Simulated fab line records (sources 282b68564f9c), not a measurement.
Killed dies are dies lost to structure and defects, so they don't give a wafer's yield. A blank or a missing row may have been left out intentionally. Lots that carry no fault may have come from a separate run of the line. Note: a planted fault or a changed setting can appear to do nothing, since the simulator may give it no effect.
2 desks, one fault | flow rit cmos | numbers are kept per desk, each desk with only its own; the story behind them comes last

== DESK OF THE TOOL OWNER: implanter-02 ==
For each lot that ran on this tool, the mean over its sampled wafers that have a number, from the tool's own readings at RIT_NWELL_IMPLANT_08. If a lot's mean is further than 4 standard deviations from the usual mean, the lot is out of limits and carries the mark OUT (the distance appears in the brackets).
Columns: A = beam on s at RIT_NWELL_IMPLANT_08, usual 10.00 s; B = end station pressure torr at RIT_NWELL_IMPLANT_08, usual 5.13e-06 Torr; C = faraday current uA at RIT_NWELL_IMPLANT_08, usual 159
lot  | first seen here | A                | B                          | C
L735 | day 1 22:09     | 10.11            | 5.02e-06                   | 157
L739 | day 2 18:07     | 10.06            | 5.10e-06                   | 158
L740 | day 2 23:00     | 10.26            | 5.26e-06                   | 155
L744 | day 3 19:10     | 11.13 (+5.2) OUT | 4.83e-05 (+99 or more) OUT | 144 (-4.3) OUT
L745 | day 3 22:55     | 10.95 (+4.3) OUT | 4.90e-05 (+99 or more) OUT | 146
Finding of this desk: L744, L745 out of limits; the first was L744 at day 3 19:10, on beam on s at RIT_NWELL_IMPLANT_08. In limits: L735, L739, L740.

== METROLOGY DESK ==
What the gauges read for every lot (on any tool): the sampled wafers with a number, averaged. If a lot's mean is further than 4 standard deviations from the usual mean, the lot is out of limits and carries the mark OUT (the distance appears in the brackets).
Columns: A = NWELL_TW at RIT_NWELL_TW_MEAS_10, usual 2139; B = NWELL_RS at RIT_WELLDRIVE_RS_MEAS_01, usual 275.3 ohm/sq
lot  | first seen here | A               | B
L735 | day 1 22:29     | 2135            | 274.8
L736 | day 2 03:10     | 2130            | 275.4
L737 | day 2 07:48     | 2149            | 275.4
L739 | day 2 18:26     | 2137            | 275.7
L740 | day 2 23:19     | 2157            | 273.4
L743 | day 3 12:53     | 2133            | 275.3
L744 | day 3 19:29     | 2198 (+4.2) OUT | 259.5 (-19) OUT
L745 | day 3 23:16     | 2233 (+6.7) OUT | 258.4 (-21) OUT
L748 | day 4 13:55     | 2137            | 276.6
L753 | day 5 14:46     | 2154            | 274.8
L754 | day 5 19:56     | 2160            | 274.0
L755 | day 6 01:35     | 2135            | 275.1
L756 | day 6 05:56     | 2124            | 275.7
L757 | day 6 10:57     | 2152            | 276.2
Per this desk, out of limits: L744, L745; the first was L744, day 3 19:29 (NWELL_TW at RIT_NWELL_TW_MEAS_10). In limits: L735, L736, L737, L739, L740, L743, L748, L753, L754, L755, L756, L757.

== ALL TOGETHER ==
The tool owner's desk had the chance to raise an alarm at day 3 19:10 on L744, L745.
The metrology desk could have raised an alarm at day 3 19:29, on L744, L745.
Every lot named ran RIT_NWELL_IMPLANT_08 on implanter-02.

== WHAT WAS PUT IN BY THE SIMULATOR ==
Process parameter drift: implanter-02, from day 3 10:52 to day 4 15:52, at RIT_NWELL_IMPLANT_08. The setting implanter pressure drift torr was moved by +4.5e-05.
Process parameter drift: implanter-02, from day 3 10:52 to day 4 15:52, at RIT_NWELL_IMPLANT_08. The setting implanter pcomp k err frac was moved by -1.
Struck lots among those shown: L744, L745.
Hours from the fault's start to each desk's first reading out of limits: the tool owner's desk, 8; the metrology desk, 9.
